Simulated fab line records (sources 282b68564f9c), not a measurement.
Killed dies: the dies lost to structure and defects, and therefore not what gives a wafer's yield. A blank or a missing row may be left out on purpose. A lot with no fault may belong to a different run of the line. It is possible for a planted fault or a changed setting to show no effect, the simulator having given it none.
A struck lot beside a sound one ; flow rit cmos ; 15 steps out of a route of 202
Sound: these wafers, L608.1, L608.3, L608.5. Wafers struck: L616.1, L616.4, L616.5. The cause comes at the end.
Per side, at each step with rows, come the tool, then ch with its chambers, and then its first start. Under that, the readings that differ: sound wafers ; struck wafers ; difference of the means ; sigmas: that difference in standard deviations of wafers without a fault.
alike: a reading whose means differ by less than 2 such deviations, as well as words and numbers matching on both sides. not compared: withheld readings; readings where some wafer has no value; bounds like >300 that might hide an equal value; numbers whose values overlap and for which the record gives no deviation.
The two part at a step that has a row with sigmas, a row that says differs or no value, or rows on one side only. When numbers do not overlap yet have no deviation, they are printed without sigmas and do not part them. Lack of a reading on every wafer of one side parts them only where that side has two or more wafers.

first, 5 steps without rows for these wafers: RIT_M1_COAT_04 (resist thk 1300 nm); RIT_M1_SOFTBAKE_05 (time 60 s); RIT_M1_EXPOSE_06 (exposes mask M12, target cd 2600 nm); RIT_M1_PEB_07; RIT_M1_DEVELOP_08 (develop time 68 s).
RIT_M1_CD_MEAS_09: target cd 2600 nm.
  struck on cd sem-02, day 6 04:40; sound on cd sem-01, day 3 20:52
  alike: cd nm
RIT_M1_OVL_MEAS_10:
  struck on overlay-02, day 6 04:47; sound on overlay-01, day 3 20:59
  alike: M1_OVL
then, 1 step without rows for these wafers: RIT_M1_HARDBAKE_11 (time 120 s).
RIT_M1_METAL_ETCH_12: etches Al in Cl2/BCl3, stops on SiO2, time 165 s, target depth 600 nm.
  sound on rie metal-03 ch 0,1, day 3 21:16; struck on rie metal-02 ch 0, day 6 05:05
  alike: bcl3 flow sccm, chamber pressure mTorr, drypump motor current A, oes product au, throttle valve pct
  not compared: rf hours counter h
then, 1 step without rows for these wafers: RIT_M1_STRIP_13 (strips in nmp, time 600 s).
RIT_M1_STRIP_14: strips in O2, time 180 s.
  sound on plasma asher-01 ch 0,1, day 3 21:37; struck on plasma asher-03 ch 0,1, day 6 05:35
  alike: chamber pressure mTorr, drypump motor current A
  not compared: rf hours counter h
RIT_M1_CD_MEAS_90: target cd 2600 nm.
  struck on cd sem-02, day 6 05:46; sound on cd sem-02, day 3 21:47
  alike: cd nm
RIT_M1_ANNEAL_15: time 1800 s.
  sound on furnace-02 ch 0, day 3 21:55; struck on furnace-02 ch 0, day 6 05:53
reading;sound;struck;difference;sigmas
spike tc centre C (C);454.0 452.6 454.1;422.2 424.4 424.5;-29.9;-27
spike tc load C (C);474.4 474.7 475.8;444.4 445.0 444.5;-30.3;-28
spike tc source C (C);467.1 467.1 463.7;434.9 435.8 435.6;-30.5;-31
tube center temp C (C);450.03 449.98 450.06;420.07 420.03 420.03;-29.98;-99 or more
tube_center_temp_C_max;451.13 451.07 451.04;421.51 421.42 420.99;-29.77;-99 or more
zone power centre pct (%);16.83 16.82 16.85;15.56 15.36 15.74;-1.28;-7
zone power load pct (%);6.30 6.15 6.18;5.43 5.42 5.56;-0.74;-12
zone power source pct (%);6.43 6.27 6.34;5.70 5.69 5.58;-0.69;-11
RIT_M1_BOW_MEAS_16:
  struck on film metro-01, day 6 07:23; sound on film metro-02, day 3 23:25
  alike: M1_BOW
RIT_M1_PROBE_99:
  struck on prober-02, day 6 07:31; sound on prober-02, day 3 23:32
reading;sound;struck;difference;sigmas
model.etest.nmos_0p15.junction log10 a um;-13.49 -13.45 -13.43;-13.7 -13.7 -13.69;-0.2;
model.etest.contact pplus.rc ohm;1.368 1.363 1.405;1.575 1.542 1.456;+0.146;
model.etest.contact ppoly.rc ohm;1.373 1.384 1.382;1.544 1.514 1.506;+0.142;
model.etest.contact npoly.rc ohm;1.388 1.421 1.337;1.488 1.535 1.52;+0.132;
model.etest.contact nplus.rc ohm;1.358 1.395 1.355;1.458 1.502 1.531;+0.128;
  alike: defect limited yield, killed_at_M0_to_M3, killed at contacts, killed at front end, killed dies, killed open, killed short, sort_bin_3_pad_short, sort_bin_5_function, sort_bin_6_memory, sort n pass, sort yield pct

## WHERE THEY PART
RIT_M1_ANNEAL_15 only, going by this record. Later steps at which nothing parts them and some readings are alike: RIT_M1_BOW_MEAS_16, RIT_M1_PROBE_99.

WHY: the cause the simulator had injected
Drift in process parameters on furnace-02 at RIT_M1_ANNEAL_15, starting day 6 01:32. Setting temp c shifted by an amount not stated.
